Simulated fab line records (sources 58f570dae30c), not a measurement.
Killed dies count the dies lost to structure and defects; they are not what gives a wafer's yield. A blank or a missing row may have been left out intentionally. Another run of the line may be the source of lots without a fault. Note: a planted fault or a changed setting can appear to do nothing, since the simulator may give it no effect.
Which of the tools did it? || flow berkeley-cmos170 || 45 wafers from 15 lots sampled at 4 of the route's 331 steps

## WHAT EACH GAUGE READ, for each wafer
UCB170_PVT_TW_MEAS_09. Usual: for PVT_TW the level is 509 and the standard deviation is 3.5.
{"lot": "L673", "measured": "day 6 11:52", "on": "film-metro-03", "PVT_TW": "511 511 513", "flag": ""}
{"lot": "L674", "measured": "day 6 23:40", "on": "film-metro-01", "PVT_TW": "508 508 509", "flag": ""}
{"lot": "L675", "measured": "day 6 23:57", "on": "film-metro-03", "PVT_TW": "507 512 509", "flag": ""}
{"lot": "L676", "measured": "day 7 11:00", "on": "film-metro-03", "PVT_TW": "513 510 510", "flag": ""}
{"lot": "L683", "measured": "day 8 14:59", "on": "film-metro-04", "PVT_TW": "30 30 30", "flag": "OFF"}
{"lot": "L682", "measured": "day 8 14:52", "on": "film-metro-03", "PVT_TW": "30 30 30", "flag": "OFF"}
{"lot": "L685", "measured": "day 9 07:58", "on": "film-metro-01", "PVT_TW": "30 30 30", "flag": "OFF"}
{"lot": "L686", "measured": "day 9 21:51", "on": "film-metro-03", "PVT_TW": "506 507 506", "flag": ""}
{"lot": "L691", "measured": "day 10 19:40", "on": "film-metro-01", "PVT_TW": "514 513 513", "flag": ""}
{"lot": "L688", "measured": "day 10 20:13", "on": "film-metro-03", "PVT_TW": "510 510 511", "flag": ""}
{"lot": "L690", "measured": "day 10 20:01", "on": "film-metro-04", "PVT_TW": "504 507 507", "flag": ""}
{"lot": "L692", "measured": "day 11 05:53", "on": "film-metro-01", "PVT_TW": "514 517 515", "flag": ""}
{"lot": "L693", "measured": "day 11 06:11", "on": "film-metro-04", "PVT_TW": "507 509 508", "flag": ""}
{"lot": "L695", "measured": "day 12 01:05", "on": "film-metro-03", "PVT_TW": "510 508 507", "flag": ""}
{"lot": "L696", "measured": "day 12 04:42", "on": "film-metro-04", "PVT_TW": "508 505 503", "flag": ""}

UCB170_NLDD_OVL_MEAS_07. Usual: for NLDD_OVL the level is -3 nm and the standard deviation is 4.6.
{"lot": "L673", "measured": "day 7 06:59", "on": "overlay-02", "NLDD_OVL (nm)": "-7 -7 -11", "flag": ""}
{"lot": "L674", "measured": "day 7 19:13", "on": "overlay-02", "NLDD_OVL (nm)": "4 4 5", "flag": ""}
{"lot": "L675", "measured": "day 7 19:40", "on": "overlay-02", "NLDD_OVL (nm)": "1 8 2", "flag": ""}
{"lot": "L676", "measured": "day 8 06:10", "on": "overlay-01", "NLDD_OVL (nm)": "2 -2 -2", "flag": ""}
{"lot": "L683", "measured": "day 9 18:09", "on": "overlay-01", "NLDD_OVL (nm)": "3 7 1", "flag": ""}
{"lot": "L682", "measured": "day 9 17:55", "on": "overlay-02", "NLDD_OVL (nm)": "-8 -7 0", "flag": ""}
{"lot": "L685", "measured": "day 10 13:27", "on": "overlay-02", "NLDD_OVL (nm)": "-1 -3 0", "flag": ""}
{"lot": "L686", "measured": "day 10 20:53", "on": "overlay-02", "NLDD_OVL (nm)": "3 -4 -11", "flag": ""}
{"lot": "L691", "measured": "day 11 18:10", "on": "overlay-02", "NLDD_OVL (nm)": "-7 -13 -5", "flag": ""}
{"lot": "L688", "measured": "day 11 19:21", "on": "overlay-02", "NLDD_OVL (nm)": "-5 -3 -6", "flag": ""}
{"lot": "L690", "measured": "day 11 19:11", "on": "overlay-01", "NLDD_OVL (nm)": "-9 -6 -8", "flag": ""}
{"lot": "L692", "measured": "day 11 23:26", "on": "overlay-01", "NLDD_OVL (nm)": "-1 1 -7", "flag": ""}
{"lot": "L693", "measured": "day 12 00:38", "on": "overlay-01", "NLDD_OVL (nm)": "-5 -8 -8", "flag": ""}
{"lot": "L695", "measured": "day 13 11:38", "on": "overlay-01", "NLDD_OVL (nm)": "0 -5 -7", "flag": ""}
{"lot": "L696", "measured": "day 13 19:58", "on": "overlay-01", "NLDD_OVL (nm)": "-3 -1 3", "flag": ""}

## EACH LOT AND THE TOOL THAT RAN IT (in order: tool; ch and the chambers of the sampled wafers; start)
{"lot": "L673", "UCB170_NVT_STRIP_08": "plasma-asher-01 ch 0,1, day 6 10:25", "UCB170_PVT_STRIP_08": "plasma-asher-01 ch 0,1, day 6 11:46"}
{"lot": "L674", "UCB170_NVT_STRIP_08": "plasma-asher-03 ch 0,1, day 6 21:23", "UCB170_PVT_STRIP_08": "plasma-asher-04 ch 0,1, day 6 23:34"}
{"lot": "L675", "UCB170_NVT_STRIP_08": "plasma-asher-04 ch 0,1, day 6 21:50", "UCB170_PVT_STRIP_08": "plasma-asher-01 ch 0,1, day 6 23:50"}
{"lot": "L676", "UCB170_NVT_STRIP_08": "plasma-asher-01 ch 0,1, day 7 08:17", "UCB170_PVT_STRIP_08": "plasma-asher-01 ch 0,1, day 7 10:53"}
{"lot": "L683", "UCB170_NVT_STRIP_08": "plasma-asher-03 ch 0,1, day 8 12:17", "UCB170_PVT_STRIP_08": "plasma-asher-02 ch 0,1, day 8 14:53"}
{"lot": "L682", "UCB170_NVT_STRIP_08": "plasma-asher-01 ch 0,1, day 8 12:32", "UCB170_PVT_STRIP_08": "plasma-asher-01 ch 0,1, day 8 14:46"}
{"lot": "L685", "UCB170_NVT_STRIP_08": "plasma-asher-03 ch 0,1, day 9 06:23", "UCB170_PVT_STRIP_08": "plasma-asher-01 ch 0,1, day 9 07:52"}
{"lot": "L686", "UCB170_NVT_STRIP_08": "plasma-asher-04 ch 0,1, day 9 20:05", "UCB170_PVT_STRIP_08": "plasma-asher-04 ch 0,1, day 9 21:45"}
{"lot": "L691", "UCB170_NVT_STRIP_08": "plasma-asher-03 ch 0,1, day 10 16:19", "UCB170_PVT_STRIP_08": "plasma-asher-02 ch 0,1, day 10 19:33"}
{"lot": "L688", "UCB170_NVT_STRIP_08": "plasma-asher-03 ch 0,1, day 10 16:26", "UCB170_PVT_STRIP_08": "plasma-asher-04 ch 0,1, day 10 20:06"}
{"lot": "L690", "UCB170_NVT_STRIP_08": "plasma-asher-03 ch 0,1, day 10 16:52", "UCB170_PVT_STRIP_08": "plasma-asher-02 ch 0,1, day 10 19:55"}
{"lot": "L692", "UCB170_NVT_STRIP_08": "plasma-asher-01 ch 1, day 11 04:17", "UCB170_PVT_STRIP_08": "plasma-asher-01 ch 0,1, day 11 05:46"}
{"lot": "L693", "UCB170_NVT_STRIP_08": "plasma-asher-03 ch 0,1, day 11 04:31", "UCB170_PVT_STRIP_08": "plasma-asher-02 ch 0,1, day 11 06:05"}
{"lot": "L695", "UCB170_NVT_STRIP_08": "plasma-asher-01 ch 0,1, day 11 18:32", "UCB170_PVT_STRIP_08": "plasma-asher-01 ch 0,1, day 12 01:00"}
{"lot": "L696", "UCB170_NVT_STRIP_08": "plasma-asher-03 ch 0,1, day 12 01:29", "UCB170_PVT_STRIP_08": "plasma-asher-02 ch 0,1, day 12 04:36"}
- UCB170_NVT_STRIP_08: strips in O2.
- UCB170_PVT_STRIP_08: strips in O2.

## AS READ BY THE TOOLS THEMSELVES (means over the sampled wafers that have a number; for cases with no such wafer, the mark the record gives instead)
UCB170_NVT_STRIP_08. Usual: chamber-pressure-mTorr 3500 mTorr, standard deviation 3.1; drypump-motor-current-A 5.9 A, standard deviation 0.48; oes-product-au 0.734 a.u., standard deviation 0.0046; strip-time-to-endpoint-s 21.62 s, standard deviation 0.068.
{"lot": "L673", "tool": "plasma-asher-01", "chamber-pressure-mTorr (mTorr)": 3499, "drypump-motor-current-A (A)": 5.8, "oes-product-au (a.u.)": 0.736, "strip-time-to-endpoint-s (s)": 21.58, "flag": ""}
{"lot": "L674", "tool": "plasma-asher-03", "chamber-pressure-mTorr (mTorr)": 3500, "drypump-motor-current-A (A)": 5.9, "oes-product-au (a.u.)": 0.733, "strip-time-to-endpoint-s (s)": 21.68, "flag": ""}
{"lot": "L675", "tool": "plasma-asher-04", "chamber-pressure-mTorr (mTorr)": 3502, "drypump-motor-current-A (A)": 5.4, "oes-product-au (a.u.)": 0.729, "strip-time-to-endpoint-s (s)": 21.70, "flag": ""}
{"lot": "L676", "tool": "plasma-asher-01", "chamber-pressure-mTorr (mTorr)": 3494, "drypump-motor-current-A (A)": 5.7, "oes-product-au (a.u.)": 0.735, "strip-time-to-endpoint-s (s)": 21.46, "flag": ""}
{"lot": "L683", "tool": "plasma-asher-03", "chamber-pressure-mTorr (mTorr)": "-", "drypump-motor-current-A (A)": "-", "oes-product-au (a.u.)": "-", "strip-time-to-endpoint-s (s)": "-", "flag": "OFF"}
{"lot": "L682", "tool": "plasma-asher-01", "chamber-pressure-mTorr (mTorr)": "-", "drypump-motor-current-A (A)": "-", "oes-product-au (a.u.)": "-", "strip-time-to-endpoint-s (s)": "-", "flag": "OFF"}
{"lot": "L685", "tool": "plasma-asher-03", "chamber-pressure-mTorr (mTorr)": "-", "drypump-motor-current-A (A)": "-", "oes-product-au (a.u.)": "-", "strip-time-to-endpoint-s (s)": "-", "flag": "OFF"}
{"lot": "L686", "tool": "plasma-asher-04", "chamber-pressure-mTorr (mTorr)": 3502, "drypump-motor-current-A (A)": 5.3, "oes-product-au (a.u.)": 0.734, "strip-time-to-endpoint-s (s)": 21.81, "flag": ""}
{"lot": "L691", "tool": "plasma-asher-03", "chamber-pressure-mTorr (mTorr)": 3499, "drypump-motor-current-A (A)": 6.2, "oes-product-au (a.u.)": 0.732, "strip-time-to-endpoint-s (s)": 21.48, "flag": ""}
{"lot": "L688", "tool": "plasma-asher-03", "chamber-pressure-mTorr (mTorr)": 3502, "drypump-motor-current-A (A)": 5.9, "oes-product-au (a.u.)": 0.730, "strip-time-to-endpoint-s (s)": 21.61, "flag": ""}
{"lot": "L690", "tool": "plasma-asher-03", "chamber-pressure-mTorr (mTorr)": 3501, "drypump-motor-current-A (A)": 5.9, "oes-product-au (a.u.)": 0.734, "strip-time-to-endpoint-s (s)": 21.67, "flag": ""}
{"lot": "L692", "tool": "plasma-asher-01", "chamber-pressure-mTorr (mTorr)": 3499, "drypump-motor-current-A (A)": 5.5, "oes-product-au (a.u.)": 0.731, "strip-time-to-endpoint-s (s)": 21.67, "flag": ""}
{"lot": "L693", "tool": "plasma-asher-03", "chamber-pressure-mTorr (mTorr)": 3499, "drypump-motor-current-A (A)": 5.9, "oes-product-au (a.u.)": 0.730, "strip-time-to-endpoint-s (s)": 21.65, "flag": ""}
{"lot": "L695", "tool": "plasma-asher-01", "chamber-pressure-mTorr (mTorr)": 3503, "drypump-motor-current-A (A)": 6.0, "oes-product-au (a.u.)": 0.732, "strip-time-to-endpoint-s (s)": 21.59, "flag": ""}
{"lot": "L696", "tool": "plasma-asher-03", "chamber-pressure-mTorr (mTorr)": 3499, "drypump-motor-current-A (A)": 5.9, "oes-product-au (a.u.)": 0.732, "strip-time-to-endpoint-s (s)": 21.65, "flag": ""}

UCB170_PVT_STRIP_08. Usual: chamber-pressure-mTorr 3500 mTorr, standard deviation 6.1; drypump-motor-current-A 5.7 A, standard deviation 0.47; oes-product-au 0.734 a.u., standard deviation 0.0047; strip-time-to-endpoint-s 21.62 s, standard deviation 0.054.
{"lot": "L673", "tool": "plasma-asher-01", "chamber-pressure-mTorr (mTorr)": 3502, "drypump-motor-current-A (A)": 5.7, "oes-product-au (a.u.)": 0.735, "strip-time-to-endpoint-s (s)": 21.67, "flag": ""}
{"lot": "L674", "tool": "plasma-asher-04", "chamber-pressure-mTorr (mTorr)": 3500, "drypump-motor-current-A (A)": 5.7, "oes-product-au (a.u.)": 0.729, "strip-time-to-endpoint-s (s)": 21.56, "flag": ""}
{"lot": "L675", "tool": "plasma-asher-01", "chamber-pressure-mTorr (mTorr)": 3500, "drypump-motor-current-A (A)": 6.0, "oes-product-au (a.u.)": 0.732, "strip-time-to-endpoint-s (s)": 21.64, "flag": ""}
{"lot": "L676", "tool": "plasma-asher-01", "chamber-pressure-mTorr (mTorr)": 3501, "drypump-motor-current-A (A)": 6.0, "oes-product-au (a.u.)": 0.740, "strip-time-to-endpoint-s (s)": 21.64, "flag": ""}
{"lot": "L683", "tool": "plasma-asher-02", "chamber-pressure-mTorr (mTorr)": 3499, "drypump-motor-current-A (A)": 5.5, "oes-product-au (a.u.)": 0.738, "strip-time-to-endpoint-s (s)": 47.78, "flag": "OFF"}
{"lot": "L682", "tool": "plasma-asher-01", "chamber-pressure-mTorr (mTorr)": 3501, "drypump-motor-current-A (A)": 6.0, "oes-product-au (a.u.)": 0.739, "strip-time-to-endpoint-s (s)": 47.83, "flag": "OFF"}
{"lot": "L685", "tool": "plasma-asher-01", "chamber-pressure-mTorr (mTorr)": 3499, "drypump-motor-current-A (A)": 6.0, "oes-product-au (a.u.)": 0.740, "strip-time-to-endpoint-s (s)": 47.80, "flag": "OFF"}
{"lot": "L686", "tool": "plasma-asher-04", "chamber-pressure-mTorr (mTorr)": 3500, "drypump-motor-current-A (A)": 5.7, "oes-product-au (a.u.)": 0.735, "strip-time-to-endpoint-s (s)": 21.61, "flag": ""}
{"lot": "L691", "tool": "plasma-asher-02", "chamber-pressure-mTorr (mTorr)": 3503, "drypump-motor-current-A (A)": 5.5, "oes-product-au (a.u.)": 0.727, "strip-time-to-endpoint-s (s)": 21.61, "flag": ""}
{"lot": "L688", "tool": "plasma-asher-04", "chamber-pressure-mTorr (mTorr)": 3498, "drypump-motor-current-A (A)": 5.7, "oes-product-au (a.u.)": 0.740, "strip-time-to-endpoint-s (s)": 21.73, "flag": ""}
{"lot": "L690", "tool": "plasma-asher-02", "chamber-pressure-mTorr (mTorr)": 3500, "drypump-motor-current-A (A)": 5.8, "oes-product-au (a.u.)": 0.733, "strip-time-to-endpoint-s (s)": 21.59, "flag": ""}
{"lot": "L692", "tool": "plasma-asher-01", "chamber-pressure-mTorr (mTorr)": 3499, "drypump-motor-current-A (A)": 6.0, "oes-product-au (a.u.)": 0.736, "strip-time-to-endpoint-s (s)": 21.64, "flag": ""}
{"lot": "L693", "tool": "plasma-asher-02", "chamber-pressure-mTorr (mTorr)": 3500, "drypump-motor-current-A (A)": 5.8, "oes-product-au (a.u.)": 0.733, "strip-time-to-endpoint-s (s)": 21.60, "flag": ""}
{"lot": "L695", "tool": "plasma-asher-01", "chamber-pressure-mTorr (mTorr)": 3500, "drypump-motor-current-A (A)": 5.7, "oes-product-au (a.u.)": 0.733, "strip-time-to-endpoint-s (s)": 21.63, "flag": ""}
{"lot": "L696", "tool": "plasma-asher-02", "chamber-pressure-mTorr (mTorr)": 3498, "drypump-motor-current-A (A)": 5.8, "oes-product-au (a.u.)": 0.732, "strip-time-to-endpoint-s (s)": 21.69, "flag": ""}

## THE ANSWER, worked out from the rows above alone
Rule: take the mean of a lot's wafers that have a number; if it is more than 3 standard deviations from the usual mean, the lot is off. A lot without any number at a reading at which 4 lots or more have one is off too. The other lots that the step has rows for count as sound. The gauges are gone through in route order, then the tools' own readings, and for those a lot's mean is taken as printed above. At the first step where some lot is off, the reading lying furthest off is the one used; lots without a number count as furthest.
Off: at UCB170_PVT_TW_MEAS_09 (PVT_TW), L683, L682, L685.
A tool fits if, at a process step before that reading, it ran every lot that is off, and no sound lot after the first of them. Not tried: the gauges at UCB170_PVT_TW_MEAS_09; whatever is off there is also off at UCB170_NVT_STRIP_08, on other tools, and gauge error can't account for it. Not one of the candidates tried fits.

## WHAT THE SIMULATOR HAD INSERTED
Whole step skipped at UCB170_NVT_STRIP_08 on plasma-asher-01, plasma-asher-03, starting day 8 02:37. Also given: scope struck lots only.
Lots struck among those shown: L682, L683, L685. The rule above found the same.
